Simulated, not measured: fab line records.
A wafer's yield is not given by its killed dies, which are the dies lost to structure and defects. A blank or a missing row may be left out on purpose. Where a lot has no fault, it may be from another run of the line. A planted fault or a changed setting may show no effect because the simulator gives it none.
What tool caused it? -- flow berkeley_cmos170 -- 7 lots with 21 wafers sampled at 2 steps, on a route of 331 steps

== WHAT THE GAUGES SHOWED, per wafer ==
UCB170_GATE_THK_MEAS_05.
lot,measured,on,GATE_POLY_THK (nm)
L739,day 8 00:37,film_metro-02,214.2 214.9 216.1
L740,day 8 00:37,film_metro-01,212.6 212.2 211.5
L745,day 8 12:17,film_metro-02,234.4 234.6 233.2
L744,day 8 12:18,film_metro-04,233.6 234.8 233.5
L754,day 10 12:22,film_metro-04,215.8 217.4 216.9
L758,day 11 16:57,film_metro-01,213.7 213.5 214.8
L759,day 11 16:58,film_metro-04,210.5 209.6 210.0

== TOOL THAT RAN EACH LOT (tool first, then ch and the chambers of the sampled wafers, then the start) ==
lot,UCB170_GATE_CVD_04
L739,"lpcvd-01 ch 1, day 7 23:13"
L740,"lpcvd-01 ch 0, day 7 23:13"
L745,"lpcvd-01 ch 0, day 8 10:50"
L744,"lpcvd-01 ch 1, day 8 10:50"
L754,"lpcvd-02 ch 0, day 10 10:57"
L758,"lpcvd-01 ch 0, day 11 15:33"
L759,"lpcvd-01 ch 0, day 11 15:33"
- UCB170_GATE_CVD_04: deposits poly-Si from SiH4, time 1440 s, target thk 214 nm.

== THE ANSWER, worked out from the rows above alone ==
Rule: usual is defined by the lots themselves. The widest of any qualifying gaps counts: lots, ordered by their means at a reading, are off when they make up no more than a third of the lots, leave a main group of 4 or more, and stand apart from it by 3 or more times the standard deviation of that group's means. A main group is skipped when, at the precision printed for the reading in the tables above, its means are all equal. A lot without any number at a reading at which 4 lots or more have one is off too. The other lots that the step has rows for count as sound.
Off: L745, L744, at UCB170_GATE_THK_MEAS_05 (GATE_POLY_THK). The main group has a mean of 213.6 nm with a standard deviation of 2.3.
A tool fits if, at a process step before that reading, it ran every lot that is off, and no sound lot after the first of them. Gauges at UCB170_GATE_THK_MEAS_05: tried the same way as those tools. Not one of the candidates tried fits.

== WHAT HAD BEEN PUT IN BY THE SIMULATOR ==
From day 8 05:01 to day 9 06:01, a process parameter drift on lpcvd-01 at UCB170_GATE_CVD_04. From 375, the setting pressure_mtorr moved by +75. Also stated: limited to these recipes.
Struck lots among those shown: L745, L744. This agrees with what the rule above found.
